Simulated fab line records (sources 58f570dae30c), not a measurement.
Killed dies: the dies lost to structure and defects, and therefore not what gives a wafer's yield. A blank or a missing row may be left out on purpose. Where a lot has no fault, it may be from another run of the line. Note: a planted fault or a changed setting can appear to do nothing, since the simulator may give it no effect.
Which tool is to blame? -- flow berkeley-cmos170 -- 14 lots with 42 wafers sampled at 5 steps, on a route of 331 steps

== WHAT THE GAUGES SHOWED, per wafer ==
UCB170_FIELD_THK_MEAS_02. Usual: for FIELD_OXIDE_THK the level is 561 nm and the standard deviation is 8.8.
lot,measured,on,FIELD_OXIDE_THK (nm),flag
L812,day 4 16:49,film-metro-01,550 562 555,
L815,day 5 13:08,film-metro-01,547 566 550,
L814,day 5 13:10,film-metro-02,554 558 553,
L813,day 5 13:08,film-metro-04,560 552 549,
L817,day 6 00:35,film-metro-02,555 563 562,
L816,day 6 00:34,film-metro-04,565 558 562,
L819,day 6 12:45,film-metro-04,568 568 565,
L820,day 6 12:47,film-metro-02,575 565 570,
L821,day 6 12:45,film-metro-01,559 566 556,
L825,day 7 21:47,film-metro-01,561 560 564,
L828,day 8 08:43,film-metro-01,570 568 570,
L826,day 8 08:44,film-metro-04,562 561 572,
L832,day 9 05:17,film-metro-04,567 565 574,
L834,day 9 17:02,film-metro-01,564 566 566,

UCB170_NVT_TW_MEAS_09. Usual: for NVT_TW the level is 522 and the standard deviation is 5.4.
lot,measured,on,NVT_TW,flag
L812,day 5 21:13,film-metro-01,514 513 515,
L815,day 6 14:44,film-metro-01,519 518 519,
L814,day 6 15:10,film-metro-02,530 527 528,
L813,day 6 15:01,film-metro-02,528 526 528,
L817,day 6 23:27,film-metro-01,517 514 516,
L816,day 6 23:43,film-metro-01,518 517 518,
L819,day 7 17:48,film-metro-02,530 528 526,
L820,day 7 17:41,film-metro-03,523 520 523,
L821,day 7 17:27,film-metro-03,522 525 523,
L825,day 9 04:07,film-metro-01,540 541 541,OFF
L828,day 9 16:26,film-metro-02,557 557 559,OFF
L826,day 9 16:32,film-metro-01,515 517 515,
L832,day 10 05:30,film-metro-03,524 525 523,
L834,day 10 18:06,film-metro-02,528 530 527,

UCB170_PVT_OVL_MEAS_06. Usual: for PVT_OVL the level is 4 nm and the standard deviation is 8.3.
lot,measured,on,PVT_OVL (nm),flag
L812,day 5 23:21,overlay-01,3 -3 6,
L815,day 6 17:56,overlay-02,-4 -5 -13,
L814,day 6 18:14,overlay-01,-5 4 6,
L813,day 6 18:02,overlay-02,15 -1 5,
L817,day 7 02:23,overlay-01,11 18 18,
L816,day 7 02:06,overlay-01,10 1 6,
L819,day 7 21:18,overlay-02,16 -3 -4,
L820,day 7 21:02,overlay-02,-2 3 -14,
L821,day 7 18:32,overlay-02,-9 -6 11,
L825,day 9 07:27,overlay-01,21 10 -2,
L828,day 9 18:20,overlay-02,13 0 -3,
L826,day 9 18:23,overlay-02,19 1 13,
L832,day 10 06:55,overlay-01,-4 -3 3,
L834,day 10 23:11,overlay-01,-11 10 8,

== WHICH TOOL RAN EACH LOT (tool, then ch and the chambers of the sampled wafers, then the start) ==
lot,UCB170_ACTIVE_STRIP_16,UCB170_NVT_IMPLANT_07
L812,"plasma-asher-01 ch 0,1, day 4 04:59","implanter-04 ch 0, day 5 20:58"
L815,"plasma-asher-02 ch 1, day 5 03:17","implanter-04 ch 0, day 6 14:29"
L814,"plasma-asher-02 ch 0,1, day 5 03:35","implanter-03 ch 0, day 6 14:58"
L813,"plasma-asher-03 ch 0,1, day 5 03:43","implanter-02 ch 0, day 6 14:46"
L817,"plasma-asher-01 ch 0,1, day 5 15:13","implanter-03 ch 0, day 6 23:13"
L816,"plasma-asher-01 ch 0,1, day 5 15:42","implanter-03 ch 0, day 6 23:28"
L819,"plasma-asher-02 ch 0,1, day 6 03:04","implanter-04 ch 0, day 7 17:33"
L820,"plasma-asher-01 ch 0,1, day 6 03:23","implanter-03 ch 0, day 7 17:28"
L821,"plasma-asher-02 ch 0,1, day 6 03:37","implanter-02 ch 0, day 7 17:12"
L825,"plasma-asher-03 ch 0,1, day 7 12:43","implanter-04 ch 0, day 9 03:54"
L828,"plasma-asher-02 ch 0,1, day 7 22:58","implanter-04 ch 0, day 9 16:10"
L826,"plasma-asher-02 ch 0,1, day 7 23:11","implanter-03 ch 0, day 9 16:19"
L832,"plasma-asher-01 ch 0,1, day 8 18:56","implanter-02 ch 0, day 10 05:15"
L834,"plasma-asher-01 ch 0,1, day 9 03:26","implanter-02 ch 0, day 10 17:51"
- UCB170_ACTIVE_STRIP_16: strips in O2.
- UCB170_NVT_IMPLANT_07

== AS READ BY THE TOOLS THEMSELVES (means over the sampled wafers that have a number; for cases with no such wafer, the mark the record gives instead) ==
UCB170_ACTIVE_STRIP_16. Usual: chamber-pressure-mTorr 3500 mTorr, standard deviation 3.4; drypump-motor-current-A 5.9 A, standard deviation 0.36; o2-flow-sccm 400.0 sccm, standard deviation 1.1; oes-product-au 0.721 a.u., standard deviation 0.0044; strip-time-to-endpoint-s 18.13 s, standard deviation 0.1.
lot,tool,chamber-pressure-mTorr (mTorr),drypump-motor-current-A (A),o2-flow-sccm (sccm),oes-product-au (a.u.),strip-time-to-endpoint-s (s),flag
L812,plasma-asher-01,3502,5.7,398.8,0.722,18.01,
L815,plasma-asher-02,3500,6.2,398.9,0.720,18.18,
L814,plasma-asher-02,3499,6.3,400.5,0.717,18.22,
L813,plasma-asher-03,3498,5.6,399.6,0.719,18.17,
L817,plasma-asher-01,3500,5.7,400.6,0.729,18.01,
L816,plasma-asher-01,3498,5.7,400.1,0.718,18.03,
L819,plasma-asher-02,3501,6.2,400.1,0.723,18.24,
L820,plasma-asher-01,3501,6.0,400.8,0.723,18.14,
L821,plasma-asher-02,3503,6.2,399.2,0.721,18.11,
L825,plasma-asher-03,3500,5.7,400.7,0.725,18.00,
L828,plasma-asher-02,3501,6.2,398.6,0.716,18.27,
L826,plasma-asher-02,3501,6.3,401.4,0.721,18.17,
L832,plasma-asher-01,3501,5.7,400.2,0.719,18.15,
L834,plasma-asher-01,3501,5.7,400.2,0.721,18.21,

UCB170_NVT_IMPLANT_07. Usual: beam-energy-keV 50.000, standard deviation 0.019; dose-ions-cm2 3e+12, standard deviation 3.2e+09; tilt-deg 7.006 degrees, standard deviation 0.018.
lot,tool,beam-energy-keV,dose-ions-cm2,tilt-deg (degrees),flag
L812,implanter-04,49.967,3e+12,7.017,
L815,implanter-04,50.020,3e+12,6.993,
L814,implanter-03,50.027,3e+12,6.996,
L813,implanter-02,50.004,3e+12,7.018,
L817,implanter-03,49.992,3e+12,6.982,
L816,implanter-03,49.964,3e+12,6.988,
L819,implanter-04,50.009,3e+12,7.012,
L820,implanter-03,49.998,3e+12,7.010,
L821,implanter-02,49.979,3e+12,6.997,
L825,implanter-04,60.999,3e+12,7.014,OFF
L828,implanter-04,61.022,3e+12,7.006,OFF
L826,implanter-03,49.981,3e+12,7.013,
L832,implanter-02,50.000,3e+12,7.021,
L834,implanter-02,50.026,3e+12,7.003,

== THE ANSWER, worked out from the rows above alone ==
Rule: lot off if the mean of its wafers having a number is beyond 3 standard deviations from the usual mean. A lot without any number at a reading at which 4 lots or more have one is off too. Any other lot the step has rows for is counted as sound. After the gauges, taken in route order, come the tools' own readings; for these a lot's mean is taken, as printed above. At the first step where some lot is off, the reading lying furthest off is the one used; lots without a number count as furthest.
Off: at UCB170_NVT_TW_MEAS_09 (NVT_TW), L825, L828.
A tool fits if, at a process step before that reading, it ran every lot that is off, and no sound lot after the first of them. The gauges at UCB170_NVT_TW_MEAS_09 aren't tried: what is off there is off at UCB170_NVT_IMPLANT_07 too, on other tools, and a gauge's error can't cause that. One fits: UCB170_NVT_IMPLANT_07 on implanter-04. Its last sound lot is L819 (day 7 17:33), its first lot that is off L825 (day 9 03:54): a fault that began between those two fits.
On the lots that are off, the tool's own readings at UCB170_NVT_IMPLANT_07 differ by more than 5 times the standard deviation of the sound lots' means, which bears it out; beam-energy-keV reads 61.011 there versus 49.997 on the sound lots.

== WHAT THE SIMULATOR HAD INSERTED ==
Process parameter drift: implanter-04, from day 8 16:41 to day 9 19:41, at UCB170_NVT_IMPLANT_07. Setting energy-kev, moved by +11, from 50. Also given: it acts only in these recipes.
Lots struck among those shown: L825, L828. Same finding as the rule above.
